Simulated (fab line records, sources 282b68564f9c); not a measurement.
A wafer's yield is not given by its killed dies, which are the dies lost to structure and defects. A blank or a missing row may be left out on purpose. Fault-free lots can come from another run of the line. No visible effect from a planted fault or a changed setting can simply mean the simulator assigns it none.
fab line records	flow ritCmos
[record] lots = 16	wafers = 48	lastDay = 7
route steps=202 shown ACTIVE@3 PWELL@52 PRETRO@67 M1@201
lots that met no fault: taken from a fault-free run of the same line
startH: start of the lot's first displayed wafer, in hours after the record's first day	waitH: hours from the lot's prior step to this one	" the same as in the row above	L1.1+2: a single row standing in for several wafers	- either no value or no given start	* or withheld: withheld	< > ~ a bound
route shown NAME@n: names a module that has steps shown in the file, with the first one's number in the route	usual: mean/standard deviation taken from wafers without a fault	same: alike in all rows	chamber/n: place in a boat	sites: each site's reading	_std_site: their standard deviation	_edge_site: the outer-site mean with the inner-site mean subtracted	radiusMm: how far each site lies from the wafer's centre	mask NAME#n: copy n	behind: tool/chamber where the wafer was last shaped	hold: what put the lot on hold/how long, in hours/how the hold closed	device: the n, p or np transistor that did not switch	end of line: the same wafers' tests at the end of the route	step lacking rows: just its recipe	killed: dies that structure and defects cost at the first sort, which is not the same as the wafer's yield	map: per-die view of a wafer (x killed, . not killed, _ where there is no die)
set.NAME: setting as actually run; set.NAME@STEP: the setting as run at that earlier step	model.NAME: the simulator's own value behind a step, which no gauge read
one table for each step of the route and one row for each wafer, over a sample of lots
services: a tool's chamber out of use, with start hour (startH, from the record's first day; less than 0 if before it), hours out, and reason
[[steps]]
[step RIT_ACTIVE_THK_MEAS_02]
[recipe] reads = SiO2_of_ACTIVE_OXIDATION_01
[usual] ACTIVE_OXIDE_THK = 46.3/0.76
lot.wafer	tool	chamber	startH	waitH	ACTIVE_OXIDE_THK[nm]
L584.1	filmMetro-01	-	12.05	0.0	45.0
L584.3	"	-	"	"	45.7
L584.4	"	-	"	"	45.1
L585.1	filmMetro-02	-	17.24	0.0	44.6
L585.2	"	-	"	"	43.9
L585.5	"	-	"	"	44.7
L587.1	filmMetro-04	-	27.05	0.0	46.7
L587.2	"	-	"	"	47.8
L587.6	"	-	"	"	47.1
L589.2	filmMetro-01	-	37.31	0.0	45.1
L589.3	"	-	"	"	45.5
L589.6	"	-	"	"	45.4
L590.1	filmMetro-04	-	42.05	0.0	46.4
L590.2	"	-	"	"	46.6
L590.3	"	-	"	"	46.0
L591.1	filmMetro-04	-	47.05	0.0	45.5
L591.3	"	-	"	"	45.9
L591.5	"	-	"	"	46.6
L592.1	filmMetro-02	-	52.05	0.0	46.7
L592.2	"	-	"	"	46.3
L592.3	"	-	"	"	46.4
L593.2	filmMetro-01	-	57.06	0.0	46.1
L593.3	"	-	"	"	47.1
L593.6	"	-	"	"	45.9
L594.1	filmMetro-04	-	62.05	0.0	45.5
L594.3	"	-	"	"	44.9
L594.5	"	-	"	"	45.5
L595.2	filmMetro-02	-	67.06	0.0	47.2
L595.3	"	-	"	"	47.6
L595.5	"	-	"	"	46.8
L598.1	filmMetro-02	-	82.05	0.0	46.5
L598.2	"	-	"	"	46.2
L598.3	"	-	"	"	46.4
L599.1	filmMetro-02	-	87.05	0.0	46.0
L599.2	"	-	"	"	45.1
L599.3	"	-	"	"	46.4
L602.1	filmMetro-02	-	102.05	0.0	46.2
L602.4	"	-	"	"	46.7
L602.6	"	-	"	"	45.8
L603.2	filmMetro-04	-	107.06	0.0	46.1
L603.4	"	-	"	"	46.2
L603.5	"	-	"	"	45.9
L604.1	filmMetro-02	-	114.67	0.0	47.2
L604.2	"	-	"	"	45.9
L604.3	"	-	"	"	46.6
L605.2	filmMetro-04	-	118.49	0.0	46.7
L605.4	"	-	"	"	46.6
L605.5	"	-	"	"	46.3
[step RIT_WELLDRIVE_RS_MEAS_02]
[recipe] thkMeasGauge = four-point-probe
[usual] PWELL_RS = 429.7/1.3
lot.wafer	tool	chamber	startH	waitH	PWELL_RS[ohm/sq]
L584.1	filmMetro-04	-	29.85	0.1	429.2
L584.3	"	-	"	"	429.1
L584.4	"	-	"	"	428.4
L585.1	filmMetro-03	-	35.24	0.1	430.0
L585.2	"	-	"	"	429.7
L585.5	"	-	"	"	430.8
L587.1	filmMetro-03	-	42.94	0.1	431.8
L587.2	"	-	"	"	430.3
L587.6	"	-	"	"	430.5
L589.2	filmMetro-03	-	55.20	0.1	427.9
L589.3	"	-	"	"	430.4
L589.6	"	-	"	"	430.0
L590.1	filmMetro-02	-	58.90	0.1	431.1
L590.2	"	-	"	"	432.1
L590.3	"	-	"	"	431.2
L591.1	filmMetro-03	-	63.96	0.1	428.3
L591.3	"	-	"	"	426.5
L591.5	"	-	"	"	426.9
L592.1	filmMetro-03	-	68.57	0.1	428.9
L592.2	"	-	"	"	429.9
L592.3	"	-	"	"	428.7
L593.2	filmMetro-04	-	74.23	0.1	429.9
L593.3	"	-	"	"	430.0
L593.6	"	-	"	"	429.9
L594.1	filmMetro-03	-	79.03	0.1	430.4
L594.3	"	-	"	"	430.3
L594.5	"	-	"	"	429.9
L595.2	filmMetro-02	-	83.53	0.1	431.8
L595.3	"	-	"	"	431.5
L595.5	"	-	"	"	431.2
L598.1	filmMetro-04	-	98.51	0.1	429.8
L598.2	"	-	"	"	429.1
L598.3	"	-	"	"	430.2
L599.1	filmMetro-03	-	103.15	0.1	427.5
L599.2	"	-	"	"	429.3
L599.3	"	-	"	"	428.1
L602.1	filmMetro-02	-	121.68	0.1	432.1
L602.4	"	-	"	"	431.2
L602.6	"	-	"	"	430.7
L603.2	filmMetro-02	-	126.96	0.1	429.0
L603.4	"	-	"	"	427.4
L603.5	"	-	"	"	427.9
L604.1	filmMetro-04	-	133.33	0.1	429.5
L604.2	"	-	"	"	429.2
L604.3	"	-	"	"	429.5
L605.2	filmMetro-03	-	138.44	0.1	430.7
L605.4	"	-	"	"	430.6
L605.5	"	-	"	"	429.5
[step RIT_PRETRO_EXPOSE_03]
[recipe] maskId = M5	na = 0.57	targetCdNm = 43700	doseMj = 250
[usual] exposureDoseMJCm2 = 250.05/0.26
lot.wafer	tool	chamber	startH	waitH	mask	exposureDoseMJCm2
L584.1	ilineStepper-02	0	32.19	0.3	M5#0	249.82
L584.3	"	0	"	"	M5#0	249.85
L584.4	"	0	"	"	M5#0	250.44
L585.1	ilineStepper-02	0	37.48	0.1	M5#0	250.20
L585.2	"	0	"	"	M5#0	250.07
L585.5	"	0	"	"	M5#0	250.45
L587.1	ilineStepper-01	0	45.28	0.1	M5#0	250.34
L587.2	"	0	"	"	M5#0	249.98
L587.6	"	0	"	"	M5#0	250.62
L589.2	ilineStepper-01	0	57.36	0.1	M5#0	249.94
L589.3	"	0	"	"	M5#0	250.07
L589.6	"	0	"	"	M5#0	249.96
L590.1	ilineStepper-02	0	61.14	0.2	M5#0	250.02
L590.2	"	0	"	"	M5#0	249.85
L590.3	"	0	"	"	M5#0	250.01
L591.1	ilineStepper-02	0	66.08	0.1	M5#0	250.26
L591.3	"	0	"	"	M5#0	249.86
L591.5	"	0	"	"	M5#0	249.85
L592.1	ilineStepper-01	0	70.82	0.2	M5#0	249.79
L592.2	"	0	"	"	M5#0	249.93
L592.3	"	0	"	"	M5#0	250.34
L593.2	ilineStepper-01	0	76.48	0.1	M5#0	249.88
L593.3	"	0	"	"	M5#0	250.21
L593.6	"	0	"	"	M5#0	249.82
L594.1	ilineStepper-02	0	81.28	0.2	M5#0	250.13
L594.3	"	0	"	"	M5#0	250.18
L594.5	"	0	"	"	M5#0	250.41
L595.2	ilineStepper-02	0	85.65	0.1	M5#0	249.76
L595.3	"	0	"	"	M5#0	249.78
L595.5	"	0	"	"	M5#0	250.00
L598.1	ilineStepper-01	0	100.75	0.1	M5#0	250.34
L598.2	"	0	"	"	M5#0	250.03
L598.3	"	0	"	"	M5#0	250.10
L599.1	ilineStepper-02	0	105.39	0.2	M5#0	250.22
L599.2	"	0	"	"	M5#0	249.61
L599.3	"	0	"	"	M5#0	250.08
L602.1	ilineStepper-02	0	123.93	0.2	M5#0	250.14
L602.4	"	0	"	"	M5#0	250.26
L602.6	"	0	"	"	M5#0	250.37
L603.2	ilineStepper-02	0	129.08	0.1	M5#0	250.06
L603.4	"	0	"	"	M5#0	250.58
L603.5	"	0	"	"	M5#0	250.43
L604.1	ilineStepper-02	0	135.46	0.1	M5#0	249.58
L604.2	"	0	"	"	M5#0	249.91
L604.3	"	0	"	"	M5#0	249.63
L605.2	ilineStepper-01	0	140.92	0.3	M5#0	250.08
L605.4	"	0	"	"	M5#0	250.29
L605.5	"	0	"	"	M5#0	250.03
[step RIT_PRETRO_OVL_MEAS_06]
[usual] PRETRO_OVL = 0.4/1.3
lot.wafer	tool	chamber	startH	waitH	PRETRO_OVL[nm]
L584.1	overlay-02	-	32.62	-	-0.4
L584.3	"	-	"	"	0.8
L584.4	"	-	"	"	0.4
L585.1	overlay-02	-	37.91	-	0.2
L585.2	"	-	"	"	-0.2
L585.5	"	-	"	"	-1.0
L587.1	overlay-01	-	45.71	-	1.2
L587.2	"	-	"	"	1.2
L587.6	"	-	"	"	2.9
L589.2	overlay-01	-	57.78	-	-0.6
L589.3	"	-	"	"	1.6
L589.6	"	-	"	"	0.2
L590.1	overlay-01	-	61.57	-	1.6
L590.2	"	-	"	"	0.3
L590.3	"	-	"	"	-0.5
L591.1	overlay-01	-	66.51	-	1.3
L591.3	"	-	"	"	1.2
L591.5	"	-	"	"	-0.3
L592.1	overlay-02	-	71.25	-	0.6
L592.2	"	-	"	"	0.0
L592.3	"	-	"	"	0.0
L593.2	overlay-01	-	76.89	-	-0.2
L593.3	"	-	"	"	-0.3
L593.6	"	-	"	"	1.6
L594.1	overlay-01	-	81.83	-	-1.0
L594.3	"	-	"	"	1.0
L594.5	"	-	"	"	-0.4
L595.2	overlay-02	-	86.07	-	0.2
L595.3	"	-	"	"	-1.3
L595.5	"	-	"	"	0.1
L598.1	overlay-01	-	101.18	-	-0.2
L598.2	"	-	"	"	0.3
L598.3	"	-	"	"	-0.6
L599.1	overlay-02	-	105.82	-	-150.7
L599.2	"	-	"	"	-150.9
L599.3	"	-	"	"	-150.1
L602.1	overlay-01	-	124.36	-	-149.3
L602.4	"	-	"	"	-150.3
L602.6	"	-	"	"	-149.8
L603.2	overlay-02	-	129.49	-	-151.2
L603.4	"	-	"	"	-149.1
L603.5	"	-	"	"	-151.9
L604.1	overlay-01	-	135.89	-	-148.7
L604.2	"	-	"	"	-150.1
L604.3	"	-	"	"	-149.5
L605.2	overlay-01	-	141.41	-	0.4
L605.4	"	-	"	"	1.4
L605.5	"	-	"	"	-0.3
[step RIT_M1_BOW_MEAS_16]
[recipe] mode = bow
[usual] M1_BOW = 16/6.1
lot.wafer	tool	chamber	startH	waitH	M1_BOW[um]
L584.1	filmMetro-02	-	59.41	0.0	14
L584.3	"	-	"	"	10
L584.4	"	-	"	"	17
L585.1	filmMetro-04	-	63.65	0.0	19
L585.2	"	-	"	"	26
L585.5	"	-	"	"	18
L587.1	filmMetro-01	-	71.71	0.0	18
L587.2	"	-	"	"	14
L587.6	"	-	"	"	14
L589.2	filmMetro-02	-	84.20	0.0	25
L589.3	"	-	"	"	18
L589.6	"	-	"	"	11
L590.1	filmMetro-04	-	87.13	0.0	11
L590.2	"	-	"	"	7
L590.3	"	-	"	"	26
L591.1	filmMetro-02	-	91.95	0.0	18
L591.3	"	-	"	"	14
L591.5	"	-	"	"	21
L592.1	filmMetro-04	-	96.62	0.0	14
L592.2	"	-	"	"	2
L592.3	"	-	"	"	20
L593.2	filmMetro-02	-	102.79	0.0	21
L593.3	"	-	"	"	8
L593.6	"	-	"	"	16
L594.1	filmMetro-01	-	108.83	0.0	12
L594.3	"	-	"	"	22
L594.5	"	-	"	"	18
L595.2	filmMetro-04	-	112.00	0.0	30
L595.3	"	-	"	"	19
L595.5	"	-	"	"	14
L598.1	filmMetro-01	-	129.08	0.0	19
L598.2	"	-	"	"	-5
L598.3	"	-	"	"	8
L599.1	filmMetro-01	-	132.78	0.0	3
L599.2	"	-	"	"	14
L599.3	"	-	"	"	14
L602.1	filmMetro-04	-	153.65	0.0	23
L602.4	"	-	"	"	24
L602.6	"	-	"	"	8
L603.2	filmMetro-02	-	157.26	0.0	26
L603.4	"	-	"	"	18
L603.5	"	-	"	"	11
L604.1	filmMetro-02	-	161.30	0.0	11
L604.2	"	-	"	"	5
L604.3	"	-	"	"	14
L605.2	filmMetro-01	-	166.44	0.0	23
L605.4	"	-	"	"	15
L605.5	"	-	"	"	7
[step RIT_M1_PROBE_99]
[usual] killed_at_M0_to_M3 = 0.0/0.16	killedAtContacts = 0.1/0.24	killedAtFrontEnd = 6.7/2.9	killedDies = 6.8/2.9	killedOpen = 3.5/1.8	killedShort = 3.3/2.1
[same] grossDies = 264	killed_at_M4_up = 0	killedAtBackSide = 0	killedAtOther = 0
lot.wafer	tool	chamber	startH	waitH	killed_at_M0_to_M3	killedAtContacts	killedAtFrontEnd	killedDies	killedOpen	killedShort
L585.1	prober-01	-	63.77	0.1	0	0	12	12	7	5
L585.2	prober-01	-	63.82	0.1	0	0	5	5	2	3
L585.5	prober-01	-	63.97	0.2	0	0	8	8	3	5
L591.1	prober-01	-	92.07	0.1	0	0	8	8	2	6
L591.3	prober-01	-	92.17	0.2	0	0	12	12	6	6
L591.5	prober-01	-	92.27	0.2	0	0	3	3	2	1
L594.1	prober-02	-	108.95	0.1	0	0	2	2	0	2
L594.3	prober-02	-	109.05	0.2	0	0	8	8	4	4
L594.5	prober-02	-	109.15	0.2	0	0	8	8	6	2
L598.1	prober-02	-	129.20	0.1	0	0	4	4	2	2
L598.2	prober-02	-	129.25	0.1	0	0	9	9	3	6
L598.3	prober-02	-	129.30	0.2	0	0	5	5	3	2
L599.1	prober-01	-	132.90	0.1	0	0	8	8	5	3
L599.2	prober-01	-	132.95	0.1	0	0	13	13	8	5
L599.3	prober-01	-	133.00	0.2	0	0	13	13	6	7
L604.1	prober-01	-	161.42	0.1	0	0	8	8	3	5
L604.2	prober-01	-	161.47	0.1	0	0	4	4	2	2
L604.3	prober-01	-	161.52	0.2	0	0	5	5	4	1
L605.2	prober-02	-	166.59	0.1	0	0	5	5	4	1
L605.4	prober-02	-	166.69	0.2	0	0	14	14	6	8
L605.5	prober-02	-	166.74	0.2	0	0	10	10	4	6
// killed by level:class
L585.1 GATE:geometricParticle:open=4 GATE:geometricParticle:short=2 SPACER:geometricParticle:short=2 FOX1:geometricParticle:open=1 REOX:geometricParticle:open=1 SPACER:geometricParticle:open=1 SILICIDE:geometricParticle:short=1
L585.2 FOX1:geometricParticle:short=2 GATE:geometricParticle:open=1 REOX:geometricParticle:open=1 GATE:geometricParticle:short=1
L585.5 SPACER:geometricParticle:short=2 SILICIDE:geometricParticle:open=2 FOX1:geometricParticle:short=1 FOX2:geometricParticle:short=1 GATE:geometricParticle:short=1 REOX:geometricParticle:open=1
L591.1 GATE:geometricParticle:short=3 REOX:geometricParticle:open=2 REOX:geometricParticle:short=1 SPACER:geometricParticle:short=1 SILICIDE:geometricParticle:short=1
L591.3 GATE:geometricParticle:short=4 GATE:geometricParticle:open=3 REOX:geometricParticle:open=2 FOX1:geometricParticle:open=1 FOX1:geometricParticle:short=1 SPACER:geometricParticle:short=1
L591.5 REOX:geometricParticle:open=1 SPACER:geometricParticle:short=1 SILICIDE:geometricParticle:open=1
L594.1 REOX:geometricParticle:short=2
L594.3 FOX1:geometricParticle:short=2 GATE:geometricParticle:open=2 SPACER:geometricParticle:short=2 FOX1:geometricParticle:open=1 SPACER:geometricParticle:open=1
L594.5 GATE:geometricParticle:open=3 FOX1:geometricParticle:short=1 FOX1:geometricParticle:open=1 FOX2:geometricParticle:open=1 REOX:geometricParticle:short=1 SPACER:geometricParticle:open=1
L598.1 GATE:geometricParticle:short=1 GATE:geometricParticle:open=1 REOX:geometricParticle:short=1 SPACER:geometricParticle:open=1
L598.2 REOX:geometricParticle:open=2 SPACER:geometricParticle:short=2 FOX1:geometricParticle:short=1 FOX2:geometricParticle:short=1 GATE:geometricParticle:short=1 REOX:geometricParticle:short=1 SILICIDE:geometricParticle:open=1
L598.3 GATE:geometricParticle:open=2 GATE:geometricParticle:short=1 REOX:geometricParticle:open=1 SPACER:geometricParticle:short=1
L599.1 REOX:geometricParticle:open=2 SILICIDE:geometricParticle:short=2 FOX1:geometricParticle:open=1 SPACER:geometricParticle:open=1 SPACER:geometricParticle:short=1 SILICIDE:geometricParticle:open=1
L599.2 GATE:geometricParticle:open=5 FOX1:geometricParticle:short=1 FOX2:geometricParticle:open=1 GATE:geometricParticle:short=1 REOX:geometricParticle:short=1 REOX:geometricParticle:open=1 SPACER:geometricParticle:short=1 SILICIDE:geometricParticle:open=1
L599.3 SPACER:geometricParticle:short=5 REOX:geometricParticle:open=2 SILICIDE:geometricParticle:open=2 FOX2:geometricParticle:open=1 GATE:geometricParticle:short=1 SPACER:geometricParticle:open=1 SILICIDE:geometricParticle:short=1
L604.1 FOX1:geometricParticle:short=2 GATE:geometricParticle:open=2 FOX1:geometricParticle:open=1 GATE:geometricParticle:short=1 REOX:geometricParticle:short=1 SPACER:geometricParticle:short=1
L604.2 GATE:geometricParticle:short=1 GATE:geometricParticle:open=1 SILICIDE:geometricParticle:short=1 SILICIDE:geometricParticle:open=1
L604.3 FOX1:geometricParticle:open=2 FOX1:geometricParticle:short=1 GATE:geometricParticle:open=1 SILICIDE:geometricParticle:open=1
L605.2 SILICIDE:geometricParticle:open=2 FOX1:geometricParticle:open=1 REOX:geometricParticle:short=1 SPACER:geometricParticle:open=1
L605.4 GATE:geometricParticle:short=4 FOX1:geometricParticle:short=3 REOX:geometricParticle:open=3 FOX1:geometricParticle:open=1 GATE:geometricParticle:open=1 REOX:geometricParticle:short=1 SPACER:geometricParticle:open=1
L605.5 GATE:geometricParticle:short=3 GATE:geometricParticle:open=3 SILICIDE:geometricParticle:short=2 FOX1:geometricParticle:short=1 REOX:geometricParticle:open=1
[[services]]
tool	chamber	startH	hours	kind
ilineStepper-01	-	30.54	1.7	pm
ilineStepper-02	-	63.48	0.7	repair
ilineStepper-01	0	96.05	-	calibration
ilineStepper-02	-	108.39	1.7	pm
[[key]]
[firstSign] step = RIT_PRETRO_OVL_MEAS_06	reading = PRETRO_OVL	direction = down	sigmas = 99+	usual = 0.4	struck = -150.2
effect none on later readings
metAt RIT_PRETRO_EXPOSE_03
struckLots L599,L602,L603,L604
testerLeftOut L599,L602,L603,L604
notActingAt RIT_ACTIVE_THK_MEAS_02,RIT_WELLDRIVE_RS_MEAS_02,RIT_M1_BOW_MEAS_16
onsetBetween 85.65 105.39
[fault] kind = scannerMatchingOverlay	tool = ilineStepper-02	chamber = -	onsetH = 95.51	steps = RIT_PRETRO_EXPOSE_03	offset = -150
// testerLeftOut: of these lots the tester's yield and bins aren't shown, on N5 and GAA mostly nor the transistor test; their killed dies are dies lost to structure and defects alone, not to doping, threshold or leakage, so they don't give the yield
